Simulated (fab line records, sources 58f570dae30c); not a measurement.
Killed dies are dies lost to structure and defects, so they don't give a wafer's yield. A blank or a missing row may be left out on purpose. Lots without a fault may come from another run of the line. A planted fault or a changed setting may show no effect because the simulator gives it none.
Which tool did it? | flow berkeley_cmos170 | 14 lots, 42 wafers sampled, at 5 steps of a route of 331

WHAT THE GAUGES READ, wafer by wafer
UCB170_V2_BOW_MEAS_03.
lot  | measured     | on            | V2_BOW (um)
L966 | day 8 02:22  | film_metro-01 | 34 35 31
L967 | day 8 03:04  | film_metro-02 | 39 40 48
L965 | day 8 06:29  | film_metro-01 | 28 29 44
L969 | day 8 06:49  | film_metro-03 | 23 37 55
L968 | day 8 07:05  | film_metro-01 | 46 49 26
L971 | day 8 16:29  | film_metro-02 | 34 31 41
L970 | day 8 16:33  | film_metro-01 | 33 34 52
L972 | day 8 21:06  | film_metro-02 | 29 27 33
L973 | day 9 14:25  | film_metro-03 | 43 37 48
L974 | day 9 19:57  | film_metro-01 | 43 32 35
L979 | day 10 21:53 | film_metro-01 | 47 36 40
L983 | day 11 20:10 | film_metro-01 | 40 43 45
L986 | day 11 20:33 | film_metro-03 | 45 45 41
L987 | day 11 20:50 | film_metro-03 | 37 43 44

UCB170_V2_THK_MEAS_04.
lot  | measured     | on            | V2_POLISHED_THK (nm)
L966 | day 8 02:29  | film_metro-01 | 1002.6 1000.2 1001.4
L967 | day 8 03:11  | film_metro-02 | 998.9 1001.2 999.2
L965 | day 8 06:37  | film_metro-01 | 1000.1 999.8 999.3
L969 | day 8 06:55  | film_metro-03 | 1000.9 1000.3 998.9
L968 | day 8 07:12  | film_metro-01 | 1001.5 1000.2 1000.6
L971 | day 8 16:35  | film_metro-02 | 1000.1 998.7 1001.0
L970 | day 8 16:40  | film_metro-01 | 1000.8 999.2 997.8
L972 | day 8 21:13  | film_metro-02 | 1000.2 1001.2 999.2
L973 | day 9 14:32  | film_metro-03 | 1347.7 1355.8 1367.9
L974 | day 9 20:03  | film_metro-01 | 1337.9 1346.5 1348.4
L979 | day 10 21:59 | film_metro-01 | 1000.1 1002.1 1002.6
L983 | day 11 20:16 | film_metro-01 | 1001.9 1000.3 1000.5
L986 | day 11 20:40 | film_metro-03 | 1001.4 1001.9 1001.3
L987 | day 11 20:57 | film_metro-03 | 1002.3 1000.7 1002.2

UCB170_V2_CD_MEAS_90: target cd 700 nm.
lot  | measured     | on        | cd_nm (nm)
L966 | day 8 04:25  | cd_sem-01 | 702.0 701.2 701.7
L967 | day 8 04:58  | cd_sem-02 | 700.5 701.9 700.3
L965 | day 8 08:08  | cd_sem-01 | 698.2 698.2 697.1
L969 | day 8 08:35  | cd_sem-01 | 701.2 699.7 702.0
L968 | day 8 08:52  | cd_sem-02 | 700.6 700.9 700.8
L971 | day 8 18:14  | cd_sem-02 | 700.2 700.5 700.5
L970 | day 8 18:40  | cd_sem-01 | 700.0 698.2 699.4
L972 | day 8 23:26  | cd_sem-02 | 700.3 700.7 700.4
L973 | day 9 16:37  | cd_sem-02 | 702.4 702.7 700.9
L974 | day 9 21:37  | cd_sem-02 | 698.4 697.7 698.1
L979 | day 11 00:16 | cd_sem-01 | 702.2 702.4 702.5
L983 | day 11 22:07 | cd_sem-01 | 702.9 699.4 701.4
L986 | day 11 22:25 | cd_sem-01 | 699.4 699.0 698.4
L987 | day 11 23:03 | cd_sem-01 | 701.3 700.3 698.3

WHICH TOOL RAN EACH LOT (tool, then ch and the chambers of the sampled wafers, then the start)
lot  | UCB170_V2_CMP_02              | UCB170_V2_ETCH_14
L966 | cmp-02 ch 0,2, day 8 02:07    | rie_diel-01 ch 0,1,3, day 8 04:08
L967 | cmp-01 ch 0,2, day 8 02:46    | rie_diel-03 ch 0,1,2, day 8 04:41
L965 | cmp-02 ch 0,1,3, day 8 06:17  | rie_diel-03 ch 1,2,3, day 8 07:52
L969 | cmp-01 ch 0,1,3, day 8 06:31  | rie_diel-02 ch 2,3, day 8 08:16
L968 | cmp-02 ch 1,2,3, day 8 06:55  | rie_diel-01 ch 0,3, day 8 08:34
L971 | cmp-02 ch 1,2,3, day 8 16:11  | rie_diel-01 ch 1,2,3, day 8 17:55
L970 | cmp-01 ch 2,3, day 8 16:14    | rie_diel-03 ch 1,2,3, day 8 18:22
L972 | cmp-02 ch 0,1,2, day 8 20:48  | rie_diel-03 ch 0,1,3, day 8 23:10
L973 | cmp-02 ch 0,2,3, day 9 14:16  | rie_diel-03 ch 0,1,3, day 9 16:20
L974 | cmp-02 ch 1,2, day 9 19:40    | rie_diel-01 ch 0,3, day 9 21:17
L979 | cmp-01 ch 1,2, day 10 21:34   | rie_diel-03 ch 0,1,2, day 10 23:58
L983 | cmp-01 ch 0,2,3, day 11 19:53 | rie_diel-02 ch 2,3, day 11 21:49
L986 | cmp-01 ch 1,3, day 11 20:14   | rie_diel-02 ch 0,2,3, day 11 22:07
L987 | cmp-01 ch 0,1,2, day 11 20:32 | rie_diel-02 ch 0,2, day 11 22:47
- UCB170_V2_CMP_02: polishes SiO2.
- UCB170_V2_ETCH_14: etches SiO2 in CHF3/CF4/Ar, stops on Al, target depth 1250 nm, time 291 s.

WHAT THE TOOLS THEMSELVES READ (means of the sampled wafers that have a number; where no wafer has one, the mark that the record gives instead)
UCB170_V2_CMP_02.
lot  | tool   | motor_current_A (A) | slurry_flow_ml_min
L966 | cmp-02 | 18.2                | 149.8
L967 | cmp-01 | 15.3                | 150.0
L965 | cmp-02 | 16.2                | 149.9
L969 | cmp-01 | 16.0                | 149.8
L968 | cmp-02 | 16.2                | 150.0
L971 | cmp-02 | 16.1                | 150.3
L970 | cmp-01 | 16.3                | 149.9
L972 | cmp-02 | 16.7                | 150.0
L973 | cmp-02 | 16.8                | 150.1
L974 | cmp-02 | 15.0                | 149.8
L979 | cmp-01 | 15.3                | 149.3
L983 | cmp-01 | 15.6                | 150.0
L986 | cmp-01 | 16.2                | 149.6
L987 | cmp-01 | 15.1                | 150.6

UCB170_V2_ETCH_14.
lot  | tool        | drypump_motor_current_A (A) | oes_product_au (a.u.) | throttle_valve_pct (%)
L966 | rie_diel-01 | 5.5                         | 0.871                 | 6.91
L967 | rie_diel-03 | 6.1                         | 0.874                 | 7.09
L965 | rie_diel-03 | 6.4                         | 0.878                 | 7.03
L969 | rie_diel-02 | 5.9                         | 0.883                 | 7.06
L968 | rie_diel-01 | 5.8                         | 0.866                 | 6.82
L971 | rie_diel-01 | 5.2                         | 0.880                 | 6.98
L970 | rie_diel-03 | 6.4                         | 0.879                 | 7.03
L972 | rie_diel-03 | 6.2                         | 0.869                 | 6.99
L973 | rie_diel-03 | 6.2                         | 0.993                 | 7.01
L974 | rie_diel-01 | 5.6                         | 1.001                 | 6.84
L979 | rie_diel-03 | 6.1                         | 0.873                 | 7.09
L983 | rie_diel-02 | 5.9                         | 0.883                 | 7.06
L986 | rie_diel-02 | 5.8                         | 0.874                 | 6.99
L987 | rie_diel-02 | 5.5                         | 0.883                 | 6.88

THE ANSWER, worked out from the rows above alone
Rule: what is usual is taken from the lots themselves. Put in order of their means at a reading, lots are off if they are a third of the lots or fewer, leave a main group of 4 or more, and stand apart from it by a gap of 3 or more times the standard deviation of the main group's means; of several such gaps the widest counts. A main group whose means are all the same, to the digits that the tables above print for the reading, isn't used. A lot without any number at a reading at which 4 lots or more have one is off too. The other lots that the step has rows for count as sound. The gauges are gone through in route order, then the tools' own readings, and for those a lot's mean is taken as printed above. The first step at which some lot is off is used, and at that step the reading that is off furthest; a lot without a number counts as furthest.
Off: L973, L974, at UCB170_V2_THK_MEAS_04 (V2_POLISHED_THK). The main group: mean 1000.6 nm, standard deviation 0.82.
A tool fits if, at a process step before that reading, it ran every lot that is off, and no sound lot after the first of them. The gauges at UCB170_V2_THK_MEAS_04 aren't tried: what is off there is off at UCB170_V2_ETCH_14 too, on other tools, and a gauge's error can't cause that. One fits: cmp-02 at UCB170_V2_CMP_02. Its last sound lot is L972 (day 8 20:48), its first lot that is off L973 (day 9 14:16): a fault that began between those two fits.

WHAT THE SIMULATOR HAD PUT IN
Process parameter drift: cmp-02, from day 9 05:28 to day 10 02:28, at UCB170_V2_CMP_02. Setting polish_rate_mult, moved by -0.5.
Lots struck among those shown: L973, L974. The rule above found the same.
